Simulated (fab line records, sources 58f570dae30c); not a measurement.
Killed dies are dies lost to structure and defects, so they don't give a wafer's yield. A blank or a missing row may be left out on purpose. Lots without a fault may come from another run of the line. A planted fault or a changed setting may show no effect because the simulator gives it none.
Problem report in the 8D (eight disciplines) form, filled by code | flow berkeley_cmos170 | the parts of the form that need people (team, actions taken, sign-off) are left out

1. THE PROBLEM
run_length_s at UCB170_GATE_ETCH_15 reads a mean of 62.4 s on 6 wafers of 2 lots; wafers without a fault read 84.7 s with a standard deviation of 0.5. That is -45 standard deviations from the usual mean.
The step: etches poly-Si in HBr/Cl2, stops on SiO2, time 56.3 s, target depth 278.2 nm.
First seen on wafer L781.1, day 9 19:59, on rie_si-01. The record holds 42 wafers of 14 lots with a number at this step. Rule for "out", or "out of limits": more than 4 standard deviations from the usual mean. The other wafers with a number count as sound.

2. WHAT IT IS AND WHAT IT IS NOT
question                    | is                           | is not
which readings at this step | run_length_s, oes_product_au | drypump_motor_current_A, mfc_cl2_sccm, throttle_valve_pct
which lots                  | L781, L782                   | L763, L764, L765, L766, L767, L768, L772, L773, L774, L775, L776, L777
which wafers of those lots  | all that have a number       | -
read on which tools         | rie_si-01                    | rie_si-02
when                        | from day 9 19:59             | up to then (36 sound wafers)

3. SUSPECTS, AND WHAT RULES EACH OUT
Counting: a tool at a process step up to the reading stays a suspect if it ran every lot that is out and no sound lot after the first of them.
- rie_si-01 at UCB170_GATE_ETCH_15 (etches poly-Si in HBr/Cl2, stops on SiO2, time 56.3 s, target depth 278.2 nm): kept. It ran every lot that is out, first L781 (day 9 19:59), and no sound lot after that; its last sound lot up to then is L777 (day 9 07:56). Its own readings are out on those wafers: oes_product_au, run_length_s.
Left after counting: rie_si-01 at UCB170_GATE_ETCH_15.

4. THE CAUSE (what the simulator had put in)
Process parameter drift: rie_si-01, from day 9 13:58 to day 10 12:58, at UCB170_GATE_ETCH_15. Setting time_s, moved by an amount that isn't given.
Counting left only this tool.

5. THE CHAIN OF EFFECTS, in route order
Each row: a reading whose mean over the struck wafers that have a number lies more than 3 standard deviations from the usual. Only readings for which the record gives a usual standard deviation are gone through. hours: the time from each lot's start at the first step in this table that gives one to its start at this step, as a median over the lots. sigmas: the change in usual standard deviations.
hours | step                | reading        | usual      | on struck wafers | change | sigmas
0     | UCB170_GATE_ETCH_15 | oes_product_au | 0.830 a.u. | 0.982            | +0.152 | +8.9
0     | UCB170_GATE_ETCH_15 | run_length_s   | 84.7 s     | 62.4             | -22.3  | -45
The process steps in it:
- UCB170_GATE_ETCH_15: etches poly-Si in HBr/Cl2, stops on SiO2, time 56.3 s, target depth 278.2 nm.

6. WHAT WOULD HAVE CAUGHT IT SOONER
In this record the first reading out of limits was taken at day 9 19:59, 6 hours after the fault began at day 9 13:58.
